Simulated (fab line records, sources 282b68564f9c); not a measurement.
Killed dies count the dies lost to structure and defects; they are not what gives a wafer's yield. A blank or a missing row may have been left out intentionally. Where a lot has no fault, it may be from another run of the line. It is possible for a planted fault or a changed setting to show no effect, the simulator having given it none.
fab line records || flow rit_cmos
record {"lots": 15, "wafers": 45, "last_day": 7}
route steps=202 shown NRETRO@61 M1@202
lots with no fault: from the same line, run without faults
start_h: start of the lot's first displayed wafer, in hours after the record's first day || wait_h: time in hours since the lot's previous step || " same as the row above || L1.1+2: several wafers, shown together as one row || - no value present, or no start provided || * or withheld: withheld || < > ~ a bound
route shown NAME@n: NAME is a module with steps in the file, n the number in the route of the first one || usual: mean/standard deviation taken from wafers without a fault || same: alike in all rows || chamber/n: place in a boat || sites: the reading at each site || _std_site: how widely they spread, as a standard deviation || _edge_site: mean of outer sites minus mean of inner sites || radius_mm: how far each site lies from the wafer's centre || mask NAME#n: copy n || behind: tool/chamber where the wafer was last shaped || hold: reason for holding the lot/hours on hold/outcome of the hold || device: names the non-switching transistor (n, p or np) || end of line: tests run on the same wafers once the route is complete || step lacking rows: just its recipe || killed: dies lost to structure and defects at the first sort, not the wafer's yield || map: the dies of a wafer, with x for killed, . for not killed, _ for no die there
set.NAME: setting as actually run; set.NAME@STEP: the setting as run at that earlier step || model.NAME: the simulator's own value behind a step, which no gauge read
steps of the route over a sample of lots; a table a step, a row a wafer
services: when a tool's chamber went out of use (start_h, in hours from the record's first day, below 0 if earlier), for how many hours, and the reason
## steps
# step RIT_NRETRO_IMPLANT_08
# recipe {"species": "P", "energy_kev": 70, "dose_cm2": 1e+13, "tilt_deg": 7}
# usual {"beam_energy_keV": "70.000/0.023"}
{"lot.wafer": "L945.1", "tool": "implanter-03", "chamber": 0, "start_h": 30.06, "wait_h": 0.2, "beam_energy_keV": 69.968}
{"lot.wafer": "L945.3", "tool": "implanter-03", "chamber": 0, "start_h": 30.06, "wait_h": 0.2, "beam_energy_keV": 70.004}
{"lot.wafer": "L945.6", "tool": "implanter-03", "chamber": 0, "start_h": 30.06, "wait_h": 0.2, "beam_energy_keV": 70.005}
{"lot.wafer": "L946.2", "tool": "implanter-04", "chamber": 0, "start_h": 39.16, "wait_h": 0.2, "beam_energy_keV": 70.004}
{"lot.wafer": "L946.3", "tool": "implanter-04", "chamber": 0, "start_h": 39.16, "wait_h": 0.2, "beam_energy_keV": 69.964}
{"lot.wafer": "L946.6", "tool": "implanter-04", "chamber": 0, "start_h": 39.16, "wait_h": 0.2, "beam_energy_keV": 70.014}
{"lot.wafer": "L947.1", "tool": "implanter-03", "chamber": 0, "start_h": 46.15, "wait_h": 0.2, "beam_energy_keV": 69.995}
{"lot.wafer": "L947.2", "tool": "implanter-03", "chamber": 0, "start_h": 46.15, "wait_h": 0.2, "beam_energy_keV": 69.968}
{"lot.wafer": "L947.4", "tool": "implanter-03", "chamber": 0, "start_h": 46.15, "wait_h": 0.2, "beam_energy_keV": 69.968}
{"lot.wafer": "L948.4", "tool": "implanter-04", "chamber": 0, "start_h": 52.75, "wait_h": 0.2, "beam_energy_keV": 70.002}
{"lot.wafer": "L948.5", "tool": "implanter-04", "chamber": 0, "start_h": 52.75, "wait_h": 0.2, "beam_energy_keV": 70.023}
{"lot.wafer": "L948.6", "tool": "implanter-04", "chamber": 0, "start_h": 52.75, "wait_h": 0.2, "beam_energy_keV": 70.046}
{"lot.wafer": "L949.2", "tool": "implanter-04", "chamber": 0, "start_h": 58.76, "wait_h": 0.2, "beam_energy_keV": 70.035}
{"lot.wafer": "L949.4", "tool": "implanter-04", "chamber": 0, "start_h": 58.76, "wait_h": 0.2, "beam_energy_keV": 69.990}
{"lot.wafer": "L949.5", "tool": "implanter-04", "chamber": 0, "start_h": 58.76, "wait_h": 0.2, "beam_energy_keV": 70.009}
{"lot.wafer": "L950.3", "tool": "implanter-03", "chamber": 0, "start_h": 62.83, "wait_h": 0.2, "beam_energy_keV": 70.022}
{"lot.wafer": "L950.4", "tool": "implanter-03", "chamber": 0, "start_h": 62.83, "wait_h": 0.2, "beam_energy_keV": 69.995}
{"lot.wafer": "L950.6", "tool": "implanter-03", "chamber": 0, "start_h": 62.83, "wait_h": 0.2, "beam_energy_keV": 70.004}
{"lot.wafer": "L953.2", "tool": "implanter-03", "chamber": 0, "start_h": 75.62, "wait_h": 0.2, "beam_energy_keV": 67.589}
{"lot.wafer": "L953.3", "tool": "implanter-03", "chamber": 0, "start_h": 75.62, "wait_h": 0.2, "beam_energy_keV": 67.598}
{"lot.wafer": "L953.6", "tool": "implanter-03", "chamber": 0, "start_h": 75.62, "wait_h": 0.2, "beam_energy_keV": 67.601}
{"lot.wafer": "L954.3", "tool": "implanter-03", "chamber": 0, "start_h": 80.73, "wait_h": 0.2, "beam_energy_keV": 67.578}
{"lot.wafer": "L954.5", "tool": "implanter-03", "chamber": 0, "start_h": 80.73, "wait_h": 0.2, "beam_energy_keV": 67.621}
{"lot.wafer": "L954.6", "tool": "implanter-03", "chamber": 0, "start_h": 80.73, "wait_h": 0.2, "beam_energy_keV": 67.585}
{"lot.wafer": "L957.1", "tool": "implanter-03", "chamber": 0, "start_h": 96.57, "wait_h": 0.2, "beam_energy_keV": 67.624}
{"lot.wafer": "L957.3", "tool": "implanter-03", "chamber": 0, "start_h": 96.57, "wait_h": 0.2, "beam_energy_keV": 67.586}
{"lot.wafer": "L957.5", "tool": "implanter-03", "chamber": 0, "start_h": 96.57, "wait_h": 0.2, "beam_energy_keV": 67.601}
{"lot.wafer": "L958.2", "tool": "implanter-04", "chamber": 0, "start_h": 101.23, "wait_h": 0.2, "beam_energy_keV": 69.971}
{"lot.wafer": "L958.3", "tool": "implanter-04", "chamber": 0, "start_h": 101.23, "wait_h": 0.2, "beam_energy_keV": 69.982}
{"lot.wafer": "L958.5", "tool": "implanter-04", "chamber": 0, "start_h": 101.23, "wait_h": 0.2, "beam_energy_keV": 69.962}
{"lot.wafer": "L963.2", "tool": "implanter-01", "chamber": 0, "start_h": 121.69, "wait_h": 0.2, "beam_energy_keV": 69.961}
{"lot.wafer": "L963.3", "tool": "implanter-01", "chamber": 0, "start_h": 121.69, "wait_h": 0.2, "beam_energy_keV": 69.994}
{"lot.wafer": "L963.4", "tool": "implanter-01", "chamber": 0, "start_h": 121.69, "wait_h": 0.2, "beam_energy_keV": 69.991}
{"lot.wafer": "L964.1", "tool": "implanter-04", "chamber": 0, "start_h": 126.92, "wait_h": 0.2, "beam_energy_keV": 69.960}
{"lot.wafer": "L964.3", "tool": "implanter-04", "chamber": 0, "start_h": 126.92, "wait_h": 0.2, "beam_energy_keV": 69.957}
{"lot.wafer": "L964.6", "tool": "implanter-04", "chamber": 0, "start_h": 126.92, "wait_h": 0.2, "beam_energy_keV": 69.980}
{"lot.wafer": "L965.4", "tool": "implanter-01", "chamber": 0, "start_h": 131.39, "wait_h": 0.2, "beam_energy_keV": 69.983}
{"lot.wafer": "L965.5", "tool": "implanter-01", "chamber": 0, "start_h": 131.39, "wait_h": 0.2, "beam_energy_keV": 69.972}
{"lot.wafer": "L965.6", "tool": "implanter-01", "chamber": 0, "start_h": 131.39, "wait_h": 0.2, "beam_energy_keV": 69.983}
{"lot.wafer": "L966.2", "tool": "implanter-01", "chamber": 0, "start_h": 135.89, "wait_h": 0.2, "beam_energy_keV": 70.010}
{"lot.wafer": "L966.4", "tool": "implanter-01", "chamber": 0, "start_h": 135.89, "wait_h": 0.2, "beam_energy_keV": 70.009}
{"lot.wafer": "L966.5", "tool": "implanter-01", "chamber": 0, "start_h": 135.89, "wait_h": 0.2, "beam_energy_keV": 69.971}
{"lot.wafer": "L967.1", "tool": "implanter-01", "chamber": 0, "start_h": 141.51, "wait_h": 0.2, "beam_energy_keV": 69.963}
{"lot.wafer": "L967.3", "tool": "implanter-01", "chamber": 0, "start_h": 141.51, "wait_h": 0.2, "beam_energy_keV": 69.994}
{"lot.wafer": "L967.4", "tool": "implanter-01", "chamber": 0, "start_h": 141.51, "wait_h": 0.2, "beam_energy_keV": 69.980}
# step RIT_M1_PROBE_99
# usual {"killed_at_contacts": "0.1/0.37", "killed_at_front_end": "6.9/2.9", "killed_dies": "7.1/2.9", "killed_open": "3.3/1.8", "killed_short": "3.6/2.2"}
# same {"gross_dies": 264, "killed_at_M0_to_M3": 0, "killed_at_M4_up": 0, "killed_at_back_side": 0, "killed_at_other": 0}
{"lot.wafer": "L966.2", "tool": "prober-02", "chamber": "-", "start_h": 164.94, "wait_h": 0.1, "killed_at_contacts": 0, "killed_at_front_end": 6, "killed_dies": 6, "killed_open": 4, "killed_short": 2}
{"lot.wafer": "L966.4", "tool": "prober-02", "chamber": "-", "start_h": 165.04, "wait_h": 0.2, "killed_at_contacts": 0, "killed_at_front_end": 8, "killed_dies": 8, "killed_open": 4, "killed_short": 4}
{"lot.wafer": "L966.5", "tool": "prober-02", "chamber": "-", "start_h": 165.09, "wait_h": 0.2, "killed_at_contacts": 0, "killed_at_front_end": 12, "killed_dies": 12, "killed_open": 6, "killed_short": 6}
# killed by level:class
L966.2 GATE:geometric_particle:open=2 ACTIVE:geometric_particle:open=1 FOX1:geometric_particle:short=1 GATE:geometric_particle:short=1 SILICIDE:geometric_particle:open=1
L966.4 GATE:geometric_particle:short=3 SPACER:geometric_particle:open=2 FOX1:geometric_particle:open=1 GATE:geometric_particle:open=1 SPACER:geometric_particle:short=1
L966.5 FOX1:geometric_particle:open=5 SILICIDE:geometric_particle:short=4 GATE:geometric_particle:short=2 SPACER:geometric_particle:open=1
## services
{"tool": "implanter-01", "chamber": "-", "start_h": 27.14, "hours": 1.3, "kind": "repair"}
{"tool": "implanter-03", "chamber": "-", "start_h": 50.66, "hours": 3.6, "kind": "pm"}
{"tool": "implanter-03", "chamber": "-", "start_h": 77.11, "hours": 3.3, "kind": "repair"}
## key
first_sign {"step": "RIT_NRETRO_IMPLANT_08", "reading": "beam_energy_keV", "direction": "down", "sigmas": "99+", "usual": 70.000, "struck": 67.598}
effect none on later readings
met_at RIT_NRETRO_IMPLANT_08
struck_lots L953,L954,L957
tester_left_out L953,L954,L957
onset_between 62.83 75.62
fault {"kind": "process_parameter_drift", "tool": "implanter-03", "chamber": "-", "onset_h": 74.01, "steps": "RIT_NRETRO_IMPLANT_08", "channel": "energy_kev", "offset": -2.4015, "shape": "step", "end_h": 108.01, "acts_in": "these_recipes_only", "stated": 70}
# tester_left_out: of these lots the tester's yield and bins aren't shown, on N5 and GAA mostly nor the transistor test; their killed dies are dies lost to structure and defects alone, not to doping, threshold or leakage, so they don't give the yield
